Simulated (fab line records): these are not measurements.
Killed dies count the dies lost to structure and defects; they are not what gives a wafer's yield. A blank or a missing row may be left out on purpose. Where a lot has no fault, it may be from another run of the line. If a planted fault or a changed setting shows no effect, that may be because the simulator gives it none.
Which tool was responsible? -- flow rit-cmos -- 21 wafers from 7 lots sampled at 2 of the route's 202 steps

## WHAT THE GAUGES READ, wafer by wafer
RIT_M1_CD_MEAS_09: target cd 2600 nm.
lot,measured,on,cd-nm (nm)
L307,day 3 11:38,cd-sem-02,2595.7 2596.2 2600.3
L309,day 3 23:07,cd-sem-01,2527.8 2532.0 2530.0
L311,day 4 09:37,cd-sem-01,2543.0 2541.9 2542.6
L314,day 4 23:44,cd-sem-01,2546.7 2545.5 2546.3
L325,day 7 09:05,cd-sem-01,2597.7 2597.8 2596.9
L327,day 7 15:43,cd-sem-01,2599.9 2599.8 2598.2
L329,day 8 00:50,cd-sem-02,2594.9 2597.2 2596.6

## EACH LOT AND THE TOOL THAT RAN IT (in order: tool; ch and the chambers of the sampled wafers; start)
lot,RIT_M1_COAT_04
L307,"litho-track-02 ch 0, day 3 10:47"
L309,"litho-track-02 ch 0, day 3 22:16"
L311,"litho-track-02 ch 0, day 4 08:46"
L314,"litho-track-02 ch 0, day 4 22:57"
L325,"litho-track-01 ch 0, day 7 08:22"
L327,"litho-track-01 ch 0, day 7 14:52"
L329,"litho-track-01 ch 0, day 8 00:07"
- RIT_M1_COAT_04: resist thk 1300 nm.

## THE ANSWER, worked out from the rows above alone
Rule: the lots themselves supply what counts as usual. Put in order of their means at a reading, lots are off if they are a third of the lots or fewer, leave a main group of 4 or more, and stand apart from it by a gap of 3 or more times the standard deviation of the main group's means; of several such gaps the widest counts. A main group whose means are all the same, to the digits that the tables above print for the reading, isn't used. Also off: a lot with no number at a reading for which 4 or more lots have one. Any other lot the step has rows for is counted as sound.
Across all readings shown, no lot is off: no conclusion can be drawn from this.

## WHAT WAS PUT IN BY THE SIMULATOR
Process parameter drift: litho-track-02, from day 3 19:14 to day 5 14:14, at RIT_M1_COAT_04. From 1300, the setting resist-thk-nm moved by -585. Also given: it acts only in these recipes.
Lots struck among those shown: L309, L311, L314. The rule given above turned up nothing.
